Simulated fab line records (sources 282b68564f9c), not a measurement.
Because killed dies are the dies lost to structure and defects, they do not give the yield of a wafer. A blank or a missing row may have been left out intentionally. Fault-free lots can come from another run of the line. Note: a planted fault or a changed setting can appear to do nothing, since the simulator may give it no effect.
A struck lot beside a sound one + flow ritCmos + 17 steps out of a route of 202
Sound: the wafers L792.3, L792.4, L792.6. Wafers L809.1, L809.4, L809.5 were the ones struck. Last of all comes the cause.
At each step with rows: each side's tool, then ch and its chambers, then its first start. Under that, the readings that differ: sound wafers + struck wafers + difference of the means + sigmas: that difference in standard deviations of wafers without a fault.
alike: words and numbers the same on both sides, and readings whose means are apart by under 2 such deviations; not compared: readings that were withheld, readings missing a value for some wafer, numbers with overlapping values and no deviation given by the record, and bounds like >300 which may hide the same value.
A row with sigmas, a row that says differs or no value, or rows on one side alone: a step with any of these is where the two part. Non-overlapping numbers with no deviation appear without sigmas and do not part them. A reading missing from all wafers of one side parts the sides only when that side holds two or more wafers.

first, 1 step without rows for these wafers: RIT_PRETRO_DEVELOP_05 (develop time 68 s).
RIT_PRETRO_OVL_MEAS_06:
  sound: overlay-01 at day 2 23:47; struck: overlay-02 at day 6 10:28
  alike: PRETRO_OVL
then, 2 steps without rows for these wafers: RIT_PRETRO_HARDBAKE_07 (time 120 s); RIT_PRETRO_IMPLANT_08.
RIT_PRETRO_STRIP_09: strips in O2, time 180 s.
  sound on plasmaAsher-01 ch 0,1, day 3 00:16; struck on plasmaAsher-02 ch 0,1, day 6 10:54
  alike: drypumpMotorCurrentA
  not compared: rfHoursCounterH
RIT_PRETRO_TW_MEAS_10:
  sound: filmMetro-04 at day 3 00:24; struck: filmMetro-01 at day 6 11:05
  alike: PRETRO_TW
then, 5 steps without rows for these wafers: RIT_GATE_WET_ETCH_00 (etches SiO2 in BOE, target depth 56 nm, time 60 s); RIT_GATE_CLEAN_01 (cleans in SC1, time 600 s); RIT_GATE_CLEAN_02 (cleans in dHF, time 30 s); RIT_GATE_CLEAN_03 (cleans in SC2, time 600 s); RIT_GATE_CLEAN_04 (cleans in dHF, time 60 s).
RIT_FOX2_THK_MEAS_91:
  sound: filmMetro-03 at day 3 00:55; struck: filmMetro-01 at day 6 11:48
  alike: FIELD_OXIDE_LEFT_2_THK
RIT_GATE_OXIDATION_05: target thk 3 nm, ox time 270 s.
  sound on furnace-03 ch 0, day 3 00:57; struck on furnace-03 ch 0, day 6 12:03
| reading                                    | sound                | struck               | difference | sigmas      |
|--------------------------------------------|----------------------|----------------------|------------|-------------|
| spikeTcCentreC (C)                         | 902.6 902.4 903.0    | 923.8 922.9 923.2    | +20.6      | +21         |
| spikeTcLoadC (C)                           | 927.2 926.3 927.2    | 949.0 947.9 947.4    | +21.2      | +12         |
| spikeTcSourceC (C)                         | 920.5 920.2 919.6    | 939.7 940.8 940.9    | +20.4      | +10         |
| tubeCenterTempC (C)                        | 899.91 900.07 900.03 | 920.16 920.14 920.11 | +20.13     | +99 or more |
| tube_center_temp_C_max                     | 902.1 901.9 902.4    | 922.1 922.9 922.4    | +20.3      | +58         |
| model.SiO2_of_GATE_OXIDATION_05.thkNm (nm) | 3.017 3.024 3.021    | 3.694 3.674 3.675    | +0.660     |             |
then, 1 step without rows for these wafers: RIT_GATE_ANNEAL_06 (time 600 s).
RIT_GATE_THK_MEAS_07:
  sound: filmMetro-02 at day 3 02:17; struck: filmMetro-02 at day 6 13:23
| reading             | sound          | struck         | difference | sigmas |
|---------------------|----------------|----------------|------------|--------|
| GATE_OXIDE_THK (nm) | 3.01 3.05 3.08 | 3.64 3.67 3.73 | +0.63      | +11    |
then, 1 step without rows for these wafers: RIT_GATE_CVD_08 (deposits poly-Si from SiH4, target thk 250 nm, time 2220 s).
RIT_M1_PROBE_99:
  sound: prober-01 at day 4 01:35; struck: prober-01 at day 7 12:25
| reading                          | sound             | struck            | difference | sigmas |
|----------------------------------|-------------------|-------------------|------------|--------|
| model.etest.pmos_0p3.rOnOhmUm    | 6262 6344 6298    | 7555 7410 7364    | +1142      |        |
| model.etest.pmosTurned.rOnOhmUm  | 3462 3495 3425    | 3893 3823 3729    | +354       |        |
| model.etest.pmos_0p15.rOnOhmUm   | 2764 2818 2759    | 3129 3080 3012    | +293       |        |
| model.etest.nmos_0p3.rOnOhmUm    | 2165 2204 2184    | 2516 2485 2470    | +306       |        |
| model.etest.nmos_0p15.rOnOhmUm   | 1149 1184 1140    | 1259 1232 1222    | +80        |        |
| model.etest.nmos_0p15.driveUaUm  | 458.8 453.6 457.9 | 382.4 386 397.4   | -68.2      |        |
| model.etest.nmosNarrow.driveUaUm | 221.6 218.7 221.1 | 171.8 174.3 177.3 | -46.0      |        |
| model.etest.nmos_0p3.driveUaUm   | 224.2 222.5 221.6 | 170.3 171.6 173.6 | -50.9      |        |
  alike: killedAtFrontEnd, killedDies, killedOpen, killedShort

## WHERE THEY PART
First at RIT_GATE_OXIDATION_05; last, within this record, at RIT_GATE_THK_MEAS_07. Later steps at which nothing parts them and some readings are alike: RIT_M1_PROBE_99.

WHY: the cause the simulator had injected
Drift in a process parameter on furnace-03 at RIT_GATE_OXIDATION_05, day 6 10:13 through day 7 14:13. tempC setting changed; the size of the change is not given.
